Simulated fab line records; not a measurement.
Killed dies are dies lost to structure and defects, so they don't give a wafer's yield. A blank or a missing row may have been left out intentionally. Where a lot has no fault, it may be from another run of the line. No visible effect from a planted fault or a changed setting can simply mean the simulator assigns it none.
Which of the tools did it? || flow rit cmos || 42 wafers from 14 lots sampled at 2 of the route's 202 steps

WHAT EACH GAUGE READ, for each wafer
RIT_REOX_THK_MEAS_04.
{"lot": "L915", "measured": "day 2 16:59", "on": "film metro-01", "REOX_OXIDE_THK (nm)": "24.8 24.8 25.2"}
{"lot": "L916", "measured": "day 3 01:49", "on": "film metro-04", "REOX_OXIDE_THK (nm)": "24.5 24.8 24.7"}
{"lot": "L917", "measured": "day 3 07:55", "on": "film metro-04", "REOX_OXIDE_THK (nm)": "25.2 25.5 25.0"}
{"lot": "L918", "measured": "day 3 07:55", "on": "film metro-01", "REOX_OXIDE_THK (nm)": "24.9 25.4 25.1"}
{"lot": "L921", "measured": "day 3 22:23", "on": "film metro-02", "REOX_OXIDE_THK (nm)": "25.8 25.1 25.1"}
{"lot": "L922", "measured": "day 4 03:50", "on": "film metro-02", "REOX_OXIDE_THK (nm)": "25.8 25.4 26.0"}
{"lot": "L923", "measured": "day 4 09:43", "on": "film metro-01", "REOX_OXIDE_THK (nm)": "25.4 25.2 25.0"}
{"lot": "L925", "measured": "day 4 19:58", "on": "film metro-04", "REOX_OXIDE_THK (nm)": "25.4 24.7 24.8"}
{"lot": "L928", "measured": "day 5 09:55", "on": "film metro-01", "REOX_OXIDE_THK (nm)": "25.4 25.6 25.1"}
{"lot": "L932", "measured": "day 6 06:13", "on": "film metro-04", "REOX_OXIDE_THK (nm)": "28.8 29.0 29.0"}
{"lot": "L933", "measured": "day 6 09:41", "on": "film metro-01", "REOX_OXIDE_THK (nm)": "29.3 29.3 29.0"}
{"lot": "L934", "measured": "day 6 18:16", "on": "film metro-01", "REOX_OXIDE_THK (nm)": "25.7 25.4 25.2"}
{"lot": "L935", "measured": "day 6 21:45", "on": "film metro-01", "REOX_OXIDE_THK (nm)": "24.7 25.2 24.9"}
{"lot": "L936", "measured": "day 7 02:15", "on": "film metro-01", "REOX_OXIDE_THK (nm)": "25.0 25.1 24.8"}

TOOL THAT RAN EACH LOT (tool first, then ch and the chambers of the sampled wafers, then the start)
{"lot": "L915", "RIT_REOX_OXIDATION_03": "furnace-02 ch 0, day 2 14:26"}
{"lot": "L916", "RIT_REOX_OXIDATION_03": "furnace-01 ch 0, day 2 23:14"}
{"lot": "L917", "RIT_REOX_OXIDATION_03": "furnace-04 ch 0, day 3 05:22"}
{"lot": "L918", "RIT_REOX_OXIDATION_03": "furnace-04 ch 0, day 3 05:22"}
{"lot": "L921", "RIT_REOX_OXIDATION_03": "furnace-04 ch 0, day 3 19:50"}
{"lot": "L922", "RIT_REOX_OXIDATION_03": "furnace-04 ch 0, day 4 01:17"}
{"lot": "L923", "RIT_REOX_OXIDATION_03": "furnace-02 ch 0, day 4 07:09"}
{"lot": "L925", "RIT_REOX_OXIDATION_03": "furnace-02 ch 0, day 4 17:25"}
{"lot": "L928", "RIT_REOX_OXIDATION_03": "furnace-01 ch 0, day 5 07:22"}
{"lot": "L932", "RIT_REOX_OXIDATION_03": "furnace-01 ch 0, day 6 03:40"}
{"lot": "L933", "RIT_REOX_OXIDATION_03": "furnace-01 ch 0, day 6 07:08"}
{"lot": "L934", "RIT_REOX_OXIDATION_03": "furnace-02 ch 0, day 6 15:43"}
{"lot": "L935", "RIT_REOX_OXIDATION_03": "furnace-04 ch 0, day 6 19:11"}
{"lot": "L936", "RIT_REOX_OXIDATION_03": "furnace-02 ch 0, day 6 23:42"}
- RIT_REOX_OXIDATION_03: target thk 25.2 nm, ox time 5580 s.

WHAT THE TOOLS THEMSELVES READ (means of the sampled wafers that have a number; where no wafer has one, the mark that the record gives instead)
RIT_REOX_OXIDATION_03.
{"lot": "L915", "tool": "furnace-02", "spike tc centre C (C)": 899.4, "spike tc load C (C)": 923, "spike tc source C (C)": 926.9, "tube center temp C (C)": 900.03, "tube_center_temp_C_max": 902.4, "zone power source pct (%)": 27.6}
{"lot": "L916", "tool": "furnace-01", "spike tc centre C (C)": 901.6, "spike tc load C (C)": 932, "spike tc source C (C)": 922.2, "tube center temp C (C)": 899.99, "tube_center_temp_C_max": 902.7, "zone power source pct (%)": 25.3}
{"lot": "L917", "tool": "furnace-04", "spike tc centre C (C)": 903.2, "spike tc load C (C)": 920, "spike tc source C (C)": 923.1, "tube center temp C (C)": 900.02, "tube_center_temp_C_max": 902.2, "zone power source pct (%)": 30.5}
{"lot": "L918", "tool": "furnace-04", "spike tc centre C (C)": 902.3, "spike tc load C (C)": 919, "spike tc source C (C)": 924.2, "tube center temp C (C)": 899.98, "tube_center_temp_C_max": 902.3, "zone power source pct (%)": 30.4}
{"lot": "L921", "tool": "furnace-04", "spike tc centre C (C)": 904.0, "spike tc load C (C)": 921, "spike tc source C (C)": 923.6, "tube center temp C (C)": 899.98, "tube_center_temp_C_max": 902.2, "zone power source pct (%)": 30.3}
{"lot": "L922", "tool": "furnace-04", "spike tc centre C (C)": 903.3, "spike tc load C (C)": 919, "spike tc source C (C)": 924.4, "tube center temp C (C)": 899.98, "tube_center_temp_C_max": 902.3, "zone power source pct (%)": 30.5}
{"lot": "L923", "tool": "furnace-02", "spike tc centre C (C)": 901.2, "spike tc load C (C)": 923, "spike tc source C (C)": 926.4, "tube center temp C (C)": 900.04, "tube_center_temp_C_max": 902.8, "zone power source pct (%)": 27.5}
{"lot": "L925", "tool": "furnace-02", "spike tc centre C (C)": 900.4, "spike tc load C (C)": 923, "spike tc source C (C)": 926.3, "tube center temp C (C)": 900.04, "tube_center_temp_C_max": 902.6, "zone power source pct (%)": 27.3}
{"lot": "L928", "tool": "furnace-01", "spike tc centre C (C)": 901.5, "spike tc load C (C)": 933, "spike tc source C (C)": 921.5, "tube center temp C (C)": 900.08, "tube_center_temp_C_max": 902.2, "zone power source pct (%)": 25.4}
{"lot": "L932", "tool": "furnace-01", "spike tc centre C (C)": 915.1, "spike tc load C (C)": 949, "spike tc source C (C)": 936.4, "tube center temp C (C)": 914.97, "tube_center_temp_C_max": 917.4, "zone power source pct (%)": 26.5}
{"lot": "L933", "tool": "furnace-01", "spike tc centre C (C)": 916.8, "spike tc load C (C)": 948, "spike tc source C (C)": 937.8, "tube center temp C (C)": 915.08, "tube_center_temp_C_max": 917.3, "zone power source pct (%)": 26.2}
{"lot": "L934", "tool": "furnace-02", "spike tc centre C (C)": 900.6, "spike tc load C (C)": 924, "spike tc source C (C)": 927.7, "tube center temp C (C)": 899.98, "tube_center_temp_C_max": 902.1, "zone power source pct (%)": 27.6}
{"lot": "L935", "tool": "furnace-04", "spike tc centre C (C)": 903.1, "spike tc load C (C)": 921, "spike tc source C (C)": 923.4, "tube center temp C (C)": 899.97, "tube_center_temp_C_max": 902.2, "zone power source pct (%)": 30.3}
{"lot": "L936", "tool": "furnace-02", "spike tc centre C (C)": 901.1, "spike tc load C (C)": 922, "spike tc source C (C)": 925.8, "tube center temp C (C)": 900.02, "tube_center_temp_C_max": 902.2, "zone power source pct (%)": 27.5}

THE ANSWER, worked out from the rows above alone
Rule: what is usual is taken from the lots themselves. Put in order of their means at a reading, lots are off if they are a third of the lots or fewer, leave a main group of 4 or more, and stand apart from it by a gap of 3 or more times the standard deviation of the main group's means; of several such gaps the widest counts. A main group whose means are all the same, to the digits that the tables above print for the reading, isn't used. Also off: a lot with no number at a reading for which 4 or more lots have one. Any other lot the step has rows for is counted as sound. After the gauges, taken in route order, come the tools' own readings; for these a lot's mean is taken, as printed above. The first step at which some lot is off is used, and at that step the reading that is off furthest; a lot without a number counts as furthest.
Off: at RIT_REOX_THK_MEAS_04 (REOX_OXIDE_THK), L932, L933. The main group: mean 25.2 nm, standard deviation 0.27.
If a tool, at a process step before that reading, ran all the lots that are off and no sound lot after the first of them, it fits. Not tried: the gauges at RIT_REOX_THK_MEAS_04; whatever is off there is also off at RIT_REOX_OXIDATION_03, on other tools, and gauge error can't account for it. One fits: furnace-01 at RIT_REOX_OXIDATION_03. A fault onset in the window from L928 (day 5 07:22, its last sound lot) to L932 (day 6 03:40, its first lot off) fits.
The tool's own readings at RIT_REOX_OXIDATION_03 bear it out: on the lots that are off they differ by more than 5 times the standard deviation of the sound lots' means. spike tc centre C reads 916.0 C there against 901.8 C on the sound lots; spike tc load C reads 948 C there against 923 C on the sound lots; spike tc source C reads 937.1 C there against 924.6 C on the sound lots; tube center temp C reads 915.03 C there against 900.01 C on the sound lots; tube_center_temp_C_max reads 917.3 there against 902.4 on the sound lots.

WHAT WAS PUT IN BY THE SIMULATOR
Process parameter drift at RIT_REOX_OXIDATION_03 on furnace-01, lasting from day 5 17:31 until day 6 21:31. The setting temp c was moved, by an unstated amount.
Struck lots among those shown: L932, L933. Same finding as the rule above.
